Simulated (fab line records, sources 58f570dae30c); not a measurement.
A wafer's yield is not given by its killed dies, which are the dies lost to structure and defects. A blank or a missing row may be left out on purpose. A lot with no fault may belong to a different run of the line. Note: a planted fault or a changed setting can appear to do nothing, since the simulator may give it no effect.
Tool commonality check	flow berkeley cmos170	Sampled: 14 lots, 42 wafers

## REASON IT WAS OPENED
Of 14 lots, 2 have the reading NWELL_NITRIDE_THK flagged at UCB170_NWELL_THK_MEAS_05. Wafers without a fault read 225.1 nm, standard deviation 2.7.
Rule: a lot is flagged in two cases, either no wafer of it has a number, or all its wafers with numbers fall more than 4 standard deviations from that mean. The other lots count as sound.

lot	measured	on	NWELL_NITRIDE_THK (nm), wafer by wafer	flag
L503	day 2 09:50	film metro-01	228.0 224.8 226.1	
L504	day 2 09:50	film metro-03	224.6 226.2 226.6	
L505	day 2 18:22	film metro-01	224.2 223.5 224.2	
L506	day 3 04:18	film metro-01	230.1 231.0 230.1	
L508	day 3 14:21	film metro-03	223.2 224.4 225.6	
L510	day 3 14:23	film metro-01	223.3 224.1 222.2	
L512	day 4 04:41	film metro-02	228.1 226.8 229.6	
L513	day 4 07:33	film metro-03	448.9 450.0 450.0	FLAGGED
L520	day 5 20:08	film metro-01	449.0 450.1 448.2	FLAGGED
L521	day 6 03:50	film metro-03	221.3 220.6 220.2	
L522	day 6 10:33	film metro-03	222.5 224.6 224.5	
L524	day 6 16:56	film metro-02	225.2 225.1 225.1	
L525	day 6 23:53	film metro-01	225.1 224.9 225.6	
L526	day 7 09:26	film metro-02	221.8 225.6 224.2	
The numbers of the flagged lots are 449.4 nm on average: +224.3 nm against the usual, or +83 standard deviations.

## EACH LOT AND THE TOOL IT RAN ON
The record keeps 1 process step preceding the reading, out of 331 steps on the route. Every cell lists first the tool, next ch and the chambers used by the sampled wafers, and last the start.
lot	flag	UCB170_NWELL_CVD_04
L503		lpcvd-01 ch 0, day 2 07:53
L504		lpcvd-01 ch 0, day 2 07:53
L505		lpcvd-01 ch 0, day 2 15:28
L506		lpcvd-01 ch 0, day 3 01:23
L508		lpcvd-01 ch 0, day 3 12:25
L510		lpcvd-01 ch 1, day 3 12:25
L512		lpcvd-01 ch 0, day 4 02:45
L513	FLAGGED	lpcvd-01 ch 0, day 4 02:45 and lpcvd-02 ch 0, day 4 05:35
L520	FLAGGED	lpcvd-01 ch 1, day 5 15:02 and lpcvd-02 ch 1, day 5 18:12
L521		lpcvd-01 ch 0, day 6 01:54
L522		lpcvd-02 ch 1, day 6 08:37
L524		lpcvd-02 ch 1, day 6 15:00
L525		lpcvd-02 ch 1, day 6 21:56
L526		lpcvd-01 ch 1, day 7 07:29
What the steps here do:
- UCB170_NWELL_CVD_04: deposits Si3N4 from SiH2Cl2/NH3, target thk 224 nm, time 3360 s.
- UCB170_NWELL_THK_MEAS_05

## FLAGGED OVER TOTAL, TOOL BY TOOL (the gauges that took the reading come last)
step	tool	lots run	flagged	share of the flagged lots	sound lots run after its first flagged lot
UCB170_NWELL_CVD_04	lpcvd-01	11	2	all	2 (L521,L526)
UCB170_NWELL_CVD_04	lpcvd-02	5	2	all	3 (L522,L524,L525)
UCB170_NWELL_THK_MEAS_05	film metro-01	6	1	some	1 (L525)
UCB170_NWELL_THK_MEAS_05	film metro-02	3	0	none	-
UCB170_NWELL_THK_MEAS_05	film metro-03	5	1	some	2 (L521,L522)

## THE TABLE: WHAT IT ALLOWS
Rows of the table that ran all the flagged lots, 2 in number: lpcvd-01 at UCB170_NWELL_CVD_04; lpcvd-02 at UCB170_NWELL_CVD_04.
- lpcvd-01 at UCB170_NWELL_CVD_04: 2 of its 11 lots flagged. Sound lots followed the first flagged one (L521, L526) on it, something a lasting fault affecting the whole tool could not allow.
- lpcvd-02 at UCB170_NWELL_CVD_04: 2 of its 5 lots flagged. Sound lots followed the first flagged one (L522, L524, L525) on it, something a lasting fault affecting the whole tool could not allow.
Every row of the table either missed a flagged lot or ran a sound lot after the first.

## WHAT HAD BEEN PUT IN BY THE SIMULATOR
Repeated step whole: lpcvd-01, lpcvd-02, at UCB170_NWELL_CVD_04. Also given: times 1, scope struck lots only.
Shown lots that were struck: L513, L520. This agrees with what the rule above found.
